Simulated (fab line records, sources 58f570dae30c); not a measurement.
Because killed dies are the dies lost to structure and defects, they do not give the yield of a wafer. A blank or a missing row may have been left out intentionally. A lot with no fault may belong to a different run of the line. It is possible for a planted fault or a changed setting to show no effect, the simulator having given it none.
Comparing a struck lot with a sound one / flow berkeleyCmos170 / 15 out of 331 route steps
Sound: the wafers L860.1, L860.2, L860.3. Struck: wafer L872.6 (L872.1, L872.2, from the same lot, were not struck and are left out); the cause is given at the end.
Order at every step that has rows: each side's tool, ch and its chambers, its first start. Under that, the readings that differ: sound wafers / struck wafers / difference of the means / sigmas: that difference in standard deviations of wafers without a fault.
alike: readings with means less than 2 such deviations apart, plus words and numbers identical on both sides. not compared: withheld readings, readings lacking a value on some wafer, bounds such as >300 that could conceal the same value, and numbers that have no deviation in the record and whose values overlap.
Wherever a step has rows on one side only, a row that says differs or no value, or a row with sigmas, the two part there. When numbers do not overlap yet have no deviation, they are printed without sigmas and do not part them. A reading missing from all wafers of one side parts the sides only when that side holds two or more wafers.

first, 2 steps without rows for these wafers: UCB170_GATE_ANNEAL_03 (time 1800 s); UCB170_GATE_CVD_04 (deposits poly-Si from SiH4, time 1440 s, target thk 214 nm).
UCB170_GATE_THK_MEAS_05:
  sound on filmMetro-01 at day 7 07:44; struck on filmMetro-03 at day 9 06:19
  alike: GATE_POLY_THK
then, 6 steps without rows for these wafers: UCB170_GATE_COAT_06; UCB170_GATE_COAT_07 (resist thk 900 nm); UCB170_GATE_SOFTBAKE_08 (time 60 s); UCB170_GATE_EXPOSE_09 (exposes mask POLY, target cd 350 nm); UCB170_GATE_PEB_10; UCB170_GATE_DEVELOP_11 (develop time 45 s).
UCB170_GATE_CD_MEAS_12: target cd 350 nm.
  sound on cdSem-01 at day 7 08:52; struck on cdSem-02 at day 9 07:35
  alike: cdNm
UCB170_GATE_OVL_MEAS_13:
  sound on overlay-02 at day 7 08:59; struck on overlay-02 at day 9 07:43
  alike: GATE_OVL
UCB170_GATE_ETCH_14: etches BARC in N2/H2.
  sound on rieDiel-01 ch 0,1,3, day 7 09:02; struck on rieDiel-04 ch 1, day 9 07:44
  alike: chamberPressureMTorr, drypumpMotorCurrentA, h2FlowSccm, oesProductAu, throttleValvePct
UCB170_GATE_ETCH_15: etches poly-Si in HBr/Cl2, stops on SiO2, time 56.3 s, target depth 278.2 nm.
  sound on rieSi-01 ch 1,2,3, day 7 09:04; struck on rieSi-01 ch 3, day 9 07:47
reading=oesProductAu (a.u.); sound=0.815 0.845 0.846; struck=0.781; difference=-0.054; sigmas=-4
reading=runLengthS (s); sound=84.8 83.9 84.1; struck=88.3; difference=+4.0; sigmas=+7
reading=model.KrF_of_GATE_COAT_07.thkNm (nm); sound=778.8 779.7 779.3; struck=771.2; difference=-8.1; sigmas=
reading=model.SiO2_of_GATE_OXIDATION_01.thkNm (nm); sound=6.611 6.674 6.536; struck=6.19; difference=-0.42; sigmas=
  alike: chamberPressureMTorr, drypumpMotorCurrentA, throttleValvePct
  not compared: rfHoursCounterH
UCB170_GATE_STRIP_16: strips in O2.
  sound on plasmaAsher-04 ch 0,1, day 7 09:07; struck on plasmaAsher-01 ch 1, day 9 07:50
reading=drypumpMotorCurrentA (A); sound=6.4 5.8 5.8; struck=5.0; difference=-1.0; sigmas=-2
  alike: chamberPressureMTorr, oesProductAu
  not compared: rfHoursCounterH
UCB170_M3_PROBE_99:
  rows exist in the record for the sound wafers here (prober-01, day 9 01:22), none for the struck ones

## WHERE THEY PART
First at UCB170_GATE_ETCH_15; last, within this record, at UCB170_M3_PROBE_99.

WHY: what had been put in by the simulator
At UCB170_GATE_ETCH_15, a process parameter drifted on rieSi-01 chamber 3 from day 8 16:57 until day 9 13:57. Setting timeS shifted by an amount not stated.
